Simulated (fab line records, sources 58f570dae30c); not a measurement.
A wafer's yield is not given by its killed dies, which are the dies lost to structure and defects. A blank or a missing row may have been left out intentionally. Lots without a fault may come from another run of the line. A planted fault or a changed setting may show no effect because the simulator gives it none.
Split-lot study :: flow berkeley-cmos170 :: route with 331 steps; 5 lots, 23 wafers read

== SPLIT DETAILS ==
At UCB170_NSD_IMPLANT_08, the setting energy-kev was moved away from the recipe's 40 on 5 of the 23 wafers read, by -5.9% to +5.3%. The other wafers ran this setting at the recipe's value.

== FROM THE SPLIT TO THE READING: what the file shows between them, 3 steps ==
- UCB170_NSD_STRIP_09: strips in O2
- UCB170_SDANNEAL_RTA_00: time 10 s (also split here: time-s)
- UCB170_SDANNEAL_RTA_01: time 5 s

== THE READING ==
NSD_RS, in ohm/sq, at UCB170_SDANNEAL_RS_MEAS_03 (measures by four-point-probe). On this fab line, fault-free wafers typically give 37.26 ohm/sq with a standard deviation of 0.11 ohm/sq.

wafer: L074.1
tool, chamber at the split: implanter-02, 0
energy-kev as run: 40
against the recipe: recipe
NSD_RS, ohm/sq: 37.32
against lot-mates on the recipe: -

wafer: L074.2
tool, chamber at the split: implanter-02, 0
energy-kev as run: 40
against the recipe: recipe
NSD_RS, ohm/sq: 37.37
against lot-mates on the recipe: -

wafer: L074.3
tool, chamber at the split: implanter-02, 0
energy-kev as run: 40
against the recipe: recipe
NSD_RS, ohm/sq: 37.49
against lot-mates on the recipe: -

wafer: L074.5
tool, chamber at the split: implanter-02, 0
energy-kev as run: 40
against the recipe: recipe
NSD_RS, ohm/sq: 37.41
against lot-mates on the recipe: -

wafer: L074.6
tool, chamber at the split: implanter-02, 0
energy-kev as run: 40
against the recipe: recipe
NSD_RS, ohm/sq: 37.39
against lot-mates on the recipe: -

wafer: L076.4
tool, chamber at the split: implanter-01, 0
energy-kev as run: 40
against the recipe: recipe
NSD_RS, ohm/sq: 37.26
against lot-mates on the recipe: -

wafer: L076.5
tool, chamber at the split: implanter-01, 0
energy-kev as run: 40
against the recipe: recipe
NSD_RS, ohm/sq: 37.16
against lot-mates on the recipe: -

wafer: L076.6
tool, chamber at the split: implanter-01, 0
energy-kev as run: 40
against the recipe: recipe
NSD_RS, ohm/sq: 37.05
against lot-mates on the recipe: -

wafer: L077.1
tool, chamber at the split: implanter-01, 0
energy-kev as run: 40
against the recipe: recipe
NSD_RS, ohm/sq: 37.20
against lot-mates on the recipe: -

wafer: L077.2
tool, chamber at the split: implanter-01, 0
energy-kev as run: 40
against the recipe: recipe
NSD_RS, ohm/sq: 37.14
against lot-mates on the recipe: -

wafer: L077.3
tool, chamber at the split: implanter-01, 0
energy-kev as run: 40
against the recipe: recipe
NSD_RS, ohm/sq: 37.25
against lot-mates on the recipe: -

wafer: L077.4
tool, chamber at the split: implanter-01, 0
energy-kev as run: 40
against the recipe: recipe
NSD_RS, ohm/sq: 37.24
against lot-mates on the recipe: -

wafer: L077.6
tool, chamber at the split: implanter-01, 0
energy-kev as run: 40
against the recipe: recipe
NSD_RS, ohm/sq: 37.16
against lot-mates on the recipe: -

wafer: L078.1
tool, chamber at the split: implanter-04, 0
energy-kev as run: 40
against the recipe: recipe
NSD_RS, ohm/sq: 37.30
against lot-mates on the recipe: -

wafer: L078.2
tool, chamber at the split: implanter-04, 0
energy-kev as run: 37.66
against the recipe: -5.9%
NSD_RS, ohm/sq: 37.95
against lot-mates on the recipe: +0.66

wafer: L078.3
tool, chamber at the split: implanter-04, 0
energy-kev as run: 37.66
against the recipe: -5.9%
NSD_RS, ohm/sq: 38.00
against lot-mates on the recipe: +0.70

wafer: L078.4
tool, chamber at the split: implanter-04, 0
energy-kev as run: 40
against the recipe: recipe
NSD_RS, ohm/sq: 37.29
against lot-mates on the recipe: -

wafer: L078.6
tool, chamber at the split: implanter-04, 0
energy-kev as run: 37.66
against the recipe: -5.9%
NSD_RS, ohm/sq: 37.94
against lot-mates on the recipe: +0.64

wafer: L082.1
tool, chamber at the split: implanter-02, 0
energy-kev as run: 40
against the recipe: recipe
NSD_RS, ohm/sq: 37.09
against lot-mates on the recipe: -

wafer: L082.2
tool, chamber at the split: implanter-02, 0
energy-kev as run: 42.12
against the recipe: +5.3%
NSD_RS, ohm/sq: 36.66
against lot-mates on the recipe: -0.49

wafer: L082.3
tool, chamber at the split: implanter-02, 0
energy-kev as run: 42.12
against the recipe: +5.3%
NSD_RS, ohm/sq: 36.62
against lot-mates on the recipe: -0.53

wafer: L082.4
tool, chamber at the split: implanter-02, 0
energy-kev as run: 40
against the recipe: recipe
NSD_RS, ohm/sq: 37.19
against lot-mates on the recipe: -

wafer: L082.6
tool, chamber at the split: implanter-02, 0
energy-kev as run: 40
against the recipe: recipe
NSD_RS, ohm/sq: 37.16
against lot-mates on the recipe: -

FIT RESULTS
A straight line over all 23 wafers: NSD_RS changes by -0.119 ohm/sq for each +1% of energy-kev; r = -0.95; the points scatter about the line by 0.11 ohm/sq.
The same after taking each lot's own level away (the mean of its wafers on the recipe; 23 wafers): -0.107 ohm/sq for each +1%; r = -0.98; scatter 0.056 ohm/sq.
Per that fit: largest energy-kev move, reading shift of 0.63 ohm/sq.
The span of the lots' own levels, 37.147 to 37.396 ohm/sq, comes to 2.3 times the standard deviation stated above.
Hence the slope depends on the lot-to-lot level, as the two fits are not the same.
Check: with one of the wafers moved furthest among these (-5.9%) left out of the fit, the line predicts +0.632 ohm/sq for it against its lot-mates. Against them it came out at +0.655 ohm/sq.

== THE OTHER SPLITS THESE WAFERS WENT THROUGH ==
Other splits were also applied to these wafers ahead of the reading. Each is held against what the fit with the lots' levels taken away leaves over:
other split on the same wafers: UCB170_NWELL_OXIDATION_01 temp-c
wafers away from the commonest value: 10
r with NSD_RS (lot level and that fit taken away): +0.21

other split on the same wafers: UCB170_NWELL_IMPLANT_14 energy-kev
wafers away from the commonest value: 9
r with NSD_RS (lot level and that fit taken away): -0.22

other split on the same wafers: UCB170_PLDD_PEB_04 peb-temp-c
wafers away from the commonest value: 7
r with NSD_RS (lot level and that fit taken away): +0.03

other split on the same wafers: UCB170_PLDD_IMPLANT_09 energy-kev
wafers away from the commonest value: 5
r with NSD_RS (lot level and that fit taken away): -0.33

other split on the same wafers: UCB170_SPACER_CVD_00 time-s
wafers away from the commonest value: 7
r with NSD_RS (lot level and that fit taken away): -0.40

other split on the same wafers: UCB170_SDANNEAL_RTA_00 time-s
wafers away from the commonest value: 7
r with NSD_RS (lot level and that fit taken away): +0.08

== THE WHOLE CHAIN: every reading that the file lists as answering this split, in the file's order ==
step: UCB170_NSD_IMPLANT_08
what it does: 
reading: implant.rp-nm (the simulator's own value, which no gauge read)
change (the file's fit): +0.481 nm for each +1% of the setting
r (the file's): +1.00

step: UCB170_NSD_IMPLANT_08
what it does: 
reading: implant.drp-nm (the simulator's own value, which no gauge read)
change (the file's fit): +0.18 nm for each +1% of the setting
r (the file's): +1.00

step: UCB170_NSD_STRIP_09
what it does: strips in O2
reading: strip-time-to-endpoint-s
change (the file's fit): withheld for each +1% of the setting
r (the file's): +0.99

step: UCB170_SDANNEAL_RS_MEAS_03
what it does: measures by four-point-probe
reading: NSD_RS
change (the file's fit): -0.105 for each +1% of the setting
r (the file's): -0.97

== THE FILE'S OWN FIT ==
NSD_RS changes by -0.105 ohm/sq for each +1% of energy-kev, r = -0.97.
